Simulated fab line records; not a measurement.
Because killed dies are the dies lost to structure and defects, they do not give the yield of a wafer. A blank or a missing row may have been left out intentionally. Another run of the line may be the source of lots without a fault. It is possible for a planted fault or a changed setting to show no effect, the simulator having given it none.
Which of the tools did it? :: flow rit cmos :: Sampling: 14 lots, 42 wafers, 3 of 202 route steps

== WHAT EACH GAUGE READ, for each wafer ==
RIT_NWELL_TW_MEAS_10. Usual: NWELL_TW gives 2148 (standard deviation 14).
lot: L677
measured: day 1 23:12
on: film metro-03
NWELL_TW: 2147 2156 2138
flag: 

lot: L678
measured: day 2 03:58
on: film metro-03
NWELL_TW: 2153 2148 2141
flag: 

lot: L680
measured: day 2 12:57
on: film metro-04
NWELL_TW: 2148 2148 2147
flag: 

lot: L681
measured: day 2 18:32
on: film metro-02
NWELL_TW: 2123 2121 2118
flag: 

lot: L682
measured: day 3 00:34
on: film metro-04
NWELL_TW: 2141 2137 2154
flag: 

lot: L683
measured: day 3 05:21
on: film metro-03
NWELL_TW: 2149 2161 2128
flag: 

lot: L684
measured: day 3 09:19
on: film metro-04
NWELL_TW: 2144 2159 2141
flag: 

lot: L686
measured: day 3 19:06
on: film metro-04
NWELL_TW: 2148 2149 2152
flag: 

lot: L690
measured: day 4 16:16
on: film metro-04
NWELL_TW: 2158 2168 2149
flag: 

lot: L694
measured: day 5 13:00
on: film metro-04
NWELL_TW: 2263 2279 2267 2276 2267 2257
flag: OFF

lot: L695
measured: day 5 18:28
on: film metro-02
NWELL_TW: 2216 2239 2227 2220 2230 2224
flag: OFF

lot: L698
measured: day 6 08:23
on: film metro-02
NWELL_TW: 2161 2158 2144
flag: 

lot: L699
measured: day 6 12:33
on: film metro-02
NWELL_TW: 2151 2150 2156
flag: 

lot: L700
measured: day 6 18:20
on: film metro-04
NWELL_TW: 2153 2154 2150
flag: 

RIT_WELLDRIVE_RS_MEAS_01: measurement is done with a four-point probe. Usual: NWELL_RS gives 275.6 ohm/sq (standard deviation 0.67).
lot: L677
measured: day 2 05:54
on: film metro-03
NWELL_RS (ohm/sq): 275.8 275.5 276.6
flag: 

lot: L678
measured: day 2 12:05
on: film metro-04
NWELL_RS (ohm/sq): 275.0 275.2 274.8
flag: 

lot: L680
measured: day 2 19:40
on: film metro-03
NWELL_RS (ohm/sq): 275.9 276.4 275.6
flag: 

lot: L681
measured: day 3 01:22
on: film metro-02
NWELL_RS (ohm/sq): 275.5 274.9 274.5
flag: 

lot: L682
measured: day 3 07:51
on: film metro-02
NWELL_RS (ohm/sq): 275.5 274.8 275.3
flag: 

lot: L683
measured: day 3 12:46
on: film metro-03
NWELL_RS (ohm/sq): 274.5 273.8 274.0
flag: 

lot: L684
measured: day 3 16:09
on: film metro-04
NWELL_RS (ohm/sq): 275.7 275.5 276.0
flag: 

lot: L686
measured: day 4 01:55
on: film metro-04
NWELL_RS (ohm/sq): 275.1 275.9 275.1
flag: 

lot: L690
measured: day 4 22:57
on: film metro-04
NWELL_RS (ohm/sq): 275.2 275.5 274.8
flag: 

lot: L694
measured: day 6 00:14
on: film metro-04
NWELL_RS (ohm/sq): 252.6 253.5 252.5 252.5 253.8 252.8
flag: OFF

lot: L695
measured: day 6 13:04
on: film metro-04
NWELL_RS (ohm/sq): 252.7 253.0 253.0 253.0 252.2 252.9
flag: OFF

lot: L698
measured: day 6 15:28
on: film metro-04
NWELL_RS (ohm/sq): 275.1 274.9 274.3
flag: 

lot: L699
measured: day 6 20:32
on: film metro-02
NWELL_RS (ohm/sq): 275.6 275.8 276.1
flag: 

lot: L700
measured: day 7 01:41
on: film metro-04
NWELL_RS (ohm/sq): 276.4 276.1 274.9
flag: 

== WHAT TOOL EACH LOT RAN ON (gives the tool, then ch and the chambers of the sampled wafers, and finally the start) ==
lot: L677
RIT_NWELL_IMPLANT_08: implanter-02 ch 0, day 1 22:53

lot: L678
RIT_NWELL_IMPLANT_08: implanter-04 ch 0, day 2 03:41

lot: L680
RIT_NWELL_IMPLANT_08: implanter-01 ch 0, day 2 12:39

lot: L681
RIT_NWELL_IMPLANT_08: implanter-01 ch 0, day 2 18:14

lot: L682
RIT_NWELL_IMPLANT_08: implanter-04 ch 0, day 3 00:14

lot: L683
RIT_NWELL_IMPLANT_08: implanter-04 ch 0, day 3 05:02

lot: L684
RIT_NWELL_IMPLANT_08: implanter-04 ch 0, day 3 09:01

lot: L686
RIT_NWELL_IMPLANT_08: implanter-01 ch 0, day 3 18:47

lot: L690
RIT_NWELL_IMPLANT_08: implanter-04 ch 0, day 4 15:56

lot: L694
RIT_NWELL_IMPLANT_08: implanter-01 ch 0, day 5 12:43

lot: L695
RIT_NWELL_IMPLANT_08: implanter-01 ch 0, day 5 18:10

lot: L698
RIT_NWELL_IMPLANT_08: implanter-02 ch 0, day 6 08:03

lot: L699
RIT_NWELL_IMPLANT_08: implanter-04 ch 0, day 6 12:14

lot: L700
RIT_NWELL_IMPLANT_08: implanter-02 ch 0, day 6 18:04
- RIT_NWELL_IMPLANT_08

== AS READ BY THE TOOLS THEMSELVES (means over the sampled wafers that have a number; for cases with no such wafer, the mark the record gives instead) ==
RIT_NWELL_IMPLANT_08. Usual: dose ions cm2 4.999e+13, standard deviation 5e+10; faraday current uA 158.7, standard deviation 2.9.
lot: L677
tool: implanter-02
dose ions cm2: 4.998e+13
faraday current uA: 161.6
flag: 

lot: L678
tool: implanter-04
dose ions cm2: 4.998e+13
faraday current uA: 157.8
flag: 

lot: L680
tool: implanter-01
dose ions cm2: 5.003e+13
faraday current uA: 160.9
flag: 

lot: L681
tool: implanter-01
dose ions cm2: 5.002e+13
faraday current uA: 158.0
flag: 

lot: L682
tool: implanter-04
dose ions cm2: 5.000e+13
faraday current uA: 159.4
flag: 

lot: L683
tool: implanter-04
dose ions cm2: 4.998e+13
faraday current uA: 157.8
flag: 

lot: L684
tool: implanter-04
dose ions cm2: 4.996e+13
faraday current uA: 159.3
flag: 

lot: L686
tool: implanter-01
dose ions cm2: 5.001e+13
faraday current uA: 162.8
flag: 

lot: L690
tool: implanter-04
dose ions cm2: 4.998e+13
faraday current uA: 157.9
flag: 

lot: L694
tool: implanter-01
dose ions cm2: 5.794e+13
faraday current uA: 187.8
flag: OFF

lot: L695
tool: implanter-01
dose ions cm2: 5.798e+13
faraday current uA: 183.5
flag: OFF

lot: L698
tool: implanter-02
dose ions cm2: 4.993e+13
faraday current uA: 158.0
flag: 

lot: L699
tool: implanter-04
dose ions cm2: 5.002e+13
faraday current uA: 159.3
flag: 

lot: L700
tool: implanter-02
dose ions cm2: 5.000e+13
faraday current uA: 159.2
flag: 

== THE ANSWER, worked out from the rows above alone ==
Rule: take the mean of a lot's wafers that have a number; if it is more than 3 standard deviations from the usual mean, the lot is off. A lot without any number at a reading at which 4 lots or more have one is off too. All remaining lots with rows at the step are treated as sound. The gauges are gone through in route order, then the tools' own readings, and for those a lot's mean is taken as printed above. The first step at which some lot is off is used, and at that step the reading that is off furthest; a lot without a number counts as furthest.
Off: L694, L695, seen at RIT_NWELL_TW_MEAS_10 (NWELL_TW).
A tool fits if, at a process step before that reading, it ran every lot that is off, and no sound lot after the first of them. The gauges at RIT_NWELL_TW_MEAS_10 aren't tried: what is off there is off at RIT_NWELL_IMPLANT_08 too, on other tools, and a gauge's error can't cause that. One fits: RIT_NWELL_IMPLANT_08 on implanter-01. A fault onset in the window from L686 (day 3 18:47, its last sound lot) to L694 (day 5 12:43, its first lot off) fits.
The tool's own readings at RIT_NWELL_IMPLANT_08 bear it out: on the lots that are off they differ by more than 5 times the standard deviation of the sound lots' means. dose ions cm2 reads 5.796e+13 there against 4.999e+13 on the sound lots; faraday current uA reads 185.7 there against 159.3 on the sound lots.

== WHAT WAS PUT IN BY THE SIMULATOR ==
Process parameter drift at RIT_NWELL_IMPLANT_08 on implanter-01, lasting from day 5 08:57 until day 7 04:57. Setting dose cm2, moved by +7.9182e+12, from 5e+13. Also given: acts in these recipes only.
Lots struck among those shown: L694, L695. The same result came from the rule above.
